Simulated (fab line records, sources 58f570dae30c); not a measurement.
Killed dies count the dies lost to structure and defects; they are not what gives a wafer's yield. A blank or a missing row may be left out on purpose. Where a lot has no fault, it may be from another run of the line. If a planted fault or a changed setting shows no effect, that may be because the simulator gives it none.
Problem report, 8D (eight disciplines) form, completed by code    flow berkeleyCmos170    the parts of the form that need people (team, actions taken, sign-off) are left out

## 1. PROBLEM STATEMENT
Across 6 wafers from 2 lots, NLDD_RS at UCB170_SDANNEAL_RS_MEAS_05 averages 642.3 ohm/sq, while fault-free wafers read 616.6 ohm/sq with a standard deviation of 1.6. That puts it +16 standard deviations away from the usual mean.
The step: measures by four-point-probe.
Seen first at day 11 01:41 on filmMetro-01, wafer L465.2. At this step, 42 wafers from 14 lots have a number in the record. Rule for "out" (also "out of limits"): further than 4 standard deviations from the usual mean. Any other wafer with a number is counted as sound.

## 2. WHAT IT IS; WHAT IT IS NOT
question                     is                          is not
which readings at this step  NLDD_RS                     -
which lots                   L465, L471                  L453, L454, L455, L456, L457, L459, L460, L463, L467, L472, L473, L475
which wafers of those lots   all that have a number      -
read on which gauges         filmMetro-01, filmMetro-02  filmMetro-04
when                         from day 11 01:41           up to then (24 sound wafers); but 12 sound wafers of L467, L472, L473, L475 came after

## 3. SUSPECTS, AND WHAT RULES EACH OUT
Counting: a tool at a process step up to the reading stays a suspect if it ran every lot that is out and no sound lot after the first of them.
- ruled out: the gauge at UCB170_SDANNEAL_RS_MEAS_05. The wafers that are out were read on 2 gauges (filmMetro-01, filmMetro-02).
- implanter-03 at UCB170_NLDD_IMPLANT_08: kept. It ran every lot that is out, first L465 (day 10 10:32), and no sound lot after that; its last sound lot up to then is L460 (day 9 02:08). Its own doseIonsCm2, faradayCurrentUA readings are out on those wafers.
Left after counting: implanter-03 at UCB170_NLDD_IMPLANT_08.

## 4. THE CAUSE (what the simulator had put in)
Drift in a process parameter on implanter-03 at UCB170_NLDD_IMPLANT_08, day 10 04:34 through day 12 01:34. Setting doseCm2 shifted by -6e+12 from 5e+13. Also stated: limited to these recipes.
Counting left only this tool.

## 5. THE CHAIN OF EFFECTS, in route order
Each row: a reading where the mean over the struck wafers with a number is more than 3 standard deviations away from the usual. Scope: only readings with a usual standard deviation given in the record; hours: median across lots of the time from each lot's start at the first step in this table that gives one to its start at this step; sigmas: change in usual standard deviations.
hours  step                        reading           usual         on struck wafers  change  sigmas
0      UCB170_NLDD_IMPLANT_08      doseIonsCm2       5e+13         4e+13             -6e+12  -99 or more
0      UCB170_NLDD_IMPLANT_08      faradayCurrentUA  159           140               -20     -6.1
16     UCB170_SDANNEAL_RS_MEAS_05  NLDD_RS           616.6 ohm/sq  642.3             +25.7   +16
Process steps it contains:
- UCB170_NLDD_IMPLANT_08

## 6. WHAT WOULD HAVE CAUGHT IT SOONER
Counted from the fault's start at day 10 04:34, it took 21 hours until the first out-of-limits reading at a measuring or inspecting step in this record, taken at day 11 01:41.
Tool's own readings at UCB170_NLDD_IMPLANT_08, doseIonsCm2, faradayCurrentUA: out on all struck wafers the step has rows for; an alarm limit on them would have tripped on the first.
Lots out: 2; of these, L471 started UCB170_NLDD_IMPLANT_08 on implanter-03 after day 11 01:41. A hold on the tool at that time would have spared it.
